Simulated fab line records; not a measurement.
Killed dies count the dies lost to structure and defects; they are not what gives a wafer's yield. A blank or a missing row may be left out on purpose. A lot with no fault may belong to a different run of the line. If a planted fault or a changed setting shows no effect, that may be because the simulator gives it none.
Which tool is to blame? ; flow berkeley-cmos170 ; 15 lots, 45 wafers sampled, at 5 steps of a route of 331

## WHAT EACH GAUGE READ, for each wafer
UCB170_NLDD_CD_MEAS_06 targets a cd of 1200 nm.
lot;measured;on;cd-nm (nm)
L476;day 6 15:58;cd-sem-01;1199.1 1199.1 1199.7
L477;day 6 16:02;cd-sem-01;1199.6 1201.1 1200.7
L478;day 7 04:22;cd-sem-02;1201.2 1202.9 1201.9
L480;day 7 09:02;cd-sem-02;1199.1 1200.6 1199.4
L481;day 7 13:03;cd-sem-01;1199.0 1200.3 1199.1
L488;day 8 19:23;cd-sem-02;1200.7 1200.8 1199.4
L491;day 9 03:49;cd-sem-02;1200.8 1202.1 1201.4
L489;day 9 04:08;cd-sem-01;1198.4 1198.9 1199.8
L492;day 9 13:10;cd-sem-01;1203.6 1200.6 1201.9
L493;day 10 00:39;cd-sem-01;1198.9 1198.9 1199.2
L494;day 10 01:05;cd-sem-02;1201.9 1199.7 1200.9
L496;day 10 06:40;cd-sem-01;1201.9 1202.7 1203.3
L498;day 10 15:53;cd-sem-02;1198.2 1198.7 1198.7
L499;day 10 16:07;cd-sem-02;1199.2 1198.2 1199.2
L497;day 10 16:00;cd-sem-01;1201.3 1201.1 1202.7

UCB170_PSD_OVL_MEAS_07.
lot;measured;on;PSD_OVL (nm)
L476;day 6 20:56;overlay-02;-5 -8 -6
L477;day 6 21:04;overlay-01;1 -4 -3
L478;day 7 11:15;overlay-01;-2 -1 -5
L480;day 7 14:12;overlay-01;-5 -4 1
L481;day 7 20:23;overlay-02;-9 -6 -11
L488;day 9 01:05;overlay-02;-10 -8 -13
L491;day 9 09:50;overlay-02;-2 -4 1
L489;day 9 09:57;overlay-01;-7 -3 -9
L492;day 9 18:59;overlay-01;-4 0 0
L493;day 10 07:08;overlay-02;-11 -10 -10
L494;day 10 07:26;overlay-01;-3 -4 -12
L496;day 10 11:20;overlay-01;-9 1 -5
L498;day 10 22:38;overlay-01;-10 -6 -7
L499;day 10 22:48;overlay-02;-8 -11 -1
L497;day 10 23:00;overlay-01;-2 -10 -1

UCB170_CONTACT_CD_MEAS_90 targets a cd of 700 nm.
lot;measured;on;cd-nm (nm)
L476;day 7 09:38;cd-sem-01;701.5 702.2 702.9
L477;day 7 09:25;cd-sem-02;700.7 701.4 702.2
L478;day 7 21:51;cd-sem-01;701.6 703.5 702.9
L480;day 8 00:36;cd-sem-02;697.3 699.5 698.7
L481;day 8 05:00;cd-sem-01;696.6 698.5 698.7
L488;day 9 10:31;cd-sem-01;699.4 698.6 698.9
L491;day 9 21:01;cd-sem-02;- - -
L492;day 10 05:52;cd-sem-01;- - -
L493;day 10 17:34;cd-sem-02;698.3 698.4 699.3
L494;day 10 19:01;cd-sem-02;700.9 699.4 697.7
L496;day 11 01:49;cd-sem-02;701.5 701.9 700.1
L498;day 11 10:27;cd-sem-01;700.8 701.5 701.7
L499;day 11 08:31;cd-sem-02;701.5 702.7 700.4
L497;day 11 08:59;cd-sem-02;699.1 699.6 700.7

## WHICH TOOL RAN EACH LOT (tool, then ch and the chambers of the sampled wafers, then the start)
lot;UCB170_PVT_STRIP_08;UCB170_CONTACT_CVD_01
L476;plasma-asher-02 ch 0,1, day 5 23:10;lpcvd-01 ch 0, day 7 04:19
L477;plasma-asher-02 ch 0,1, day 5 23:49;lpcvd-01 ch 1, day 7 04:19
L478;plasma-asher-04 ch 0,1, day 6 07:52;lpcvd-01 ch 1, day 7 17:51
L480;plasma-asher-02 ch 0,1, day 6 19:35;lpcvd-01 ch 0, day 7 19:38
L481;plasma-asher-02 ch 0,1, day 7 01:16;lpcvd-02 ch 0, day 8 00:51
L488;plasma-asher-01 ch 0,1, day 8 00:50;lpcvd-02 ch 1, day 9 06:25
L491;plasma-asher-02 ch 1, day 8 12:59;lpcvd-02 ch 0, day 9 15:58
L489;plasma-asher-04 ch 0,1, day 8 13:16;lpcvd-02 ch 1, day 9 15:58
L492;plasma-asher-01 ch 0,1, day 8 23:11;lpcvd-01 ch 0, day 10 01:07
L493;plasma-asher-01 ch 0,1, day 9 04:50;lpcvd-02 ch 1, day 10 12:22
L494;plasma-asher-02 ch 0,1, day 9 05:09;lpcvd-01 ch 1, day 10 14:11
L496;plasma-asher-04 ch 0,1, day 9 16:06;lpcvd-01 ch 1, day 10 19:44
L498;plasma-asher-01 ch 0,1, day 10 01:34;lpcvd-01 ch 1, day 11 06:24
L499;plasma-asher-02 ch 0,1, day 10 01:50;lpcvd-01 ch 1, day 11 04:37
L497;plasma-asher-01 ch 0,1, day 10 01:58;lpcvd-02 ch 0, day 11 04:58
- UCB170_PVT_STRIP_08: strips in O2.
- UCB170_CONTACT_CVD_01: deposits PSG from SiH4/O2/PH3, target thk 700 nm, time 2820 s.

## WHAT THE TOOLS THEMSELVES READ (means of the sampled wafers that have a number; where no wafer has one, the mark that the record gives instead)
UCB170_PVT_STRIP_08.
lot;tool;drypump-motor-current-A (A);oes-product-au (a.u.);strip-time-to-endpoint-s (s)
L476;plasma-asher-02;5.4;0.733;21.57
L477;plasma-asher-02;5.4;0.734;21.50
L478;plasma-asher-04;5.7;0.731;21.63
L480;plasma-asher-02;5.4;0.735;21.66
L481;plasma-asher-02;5.4;0.735;21.71
L488;plasma-asher-01;6.2;0.736;21.60
L491;plasma-asher-02;5.3;0.737;21.72
L489;plasma-asher-04;5.8;0.738;21.71
L492;plasma-asher-01;5.9;0.740;21.62
L493;plasma-asher-01;6.2;0.736;21.57
L494;plasma-asher-02;5.6;0.735;21.57
L496;plasma-asher-04;5.7;0.733;21.66
L498;plasma-asher-01;5.9;0.734;21.70
L499;plasma-asher-02;5.4;0.733;21.62
L497;plasma-asher-01;6.2;0.732;21.64

UCB170_CONTACT_CVD_01.
lot;tool;o2-flow-sccm (sccm);ph3-flow-sccm (sccm)
L476;lpcvd-01;89.95;24.95
L477;lpcvd-01;89.89;25.00
L478;lpcvd-01;90.05;25.01
L480;lpcvd-01;90.11;25.05
L481;lpcvd-02;90.03;24.93
L488;lpcvd-02;90.07;25.10
L491;lpcvd-02;-;-
L489;lpcvd-02;-;-
L492;lpcvd-01;-;-
L493;lpcvd-02;89.80;24.91
L494;lpcvd-01;90.05;24.95
L496;lpcvd-01;90.16;24.93
L498;lpcvd-01;89.86;24.93
L499;lpcvd-01;89.79;25.03
L497;lpcvd-02;90.23;25.02

## THE ANSWER, worked out from the rows above alone
Rule: what is usual is taken from the lots themselves. Put in order of their means at a reading, lots are off if they are a third of the lots or fewer, leave a main group of 4 or more, and stand apart from it by a gap of 3 or more times the standard deviation of the main group's means; of several such gaps the widest counts. If all means in a main group match to the digits the tables above print for the reading, that group is not used. Also off: a lot with no number at a reading for which 4 or more lots have one. All remaining lots with rows at the step are treated as sound. Order of review: gauges by route order, followed by the tools' own readings, for which a lot's mean as printed above is used. The first step at which some lot is off is used, and at that step the reading that is off furthest; a lot without a number counts as furthest.
Off: L491, L492 (UCB170_CONTACT_CD_MEAS_90, cd-nm). Without a number there: L491, L492. For the main group the mean is 700.3 nm and the standard deviation 1.5. Neither off nor sound, because the step has no rows for them: L489.
A tool fits if, at a process step before that reading, it ran every lot that is off, and no sound lot after the first of them. The gauges at UCB170_CONTACT_CD_MEAS_90 aren't tried: what is off there is off at UCB170_CONTACT_CVD_01 too, on other tools, and a gauge's error can't cause that. No candidate that was tried fits.

## WHAT THE SIMULATOR HAD INSERTED
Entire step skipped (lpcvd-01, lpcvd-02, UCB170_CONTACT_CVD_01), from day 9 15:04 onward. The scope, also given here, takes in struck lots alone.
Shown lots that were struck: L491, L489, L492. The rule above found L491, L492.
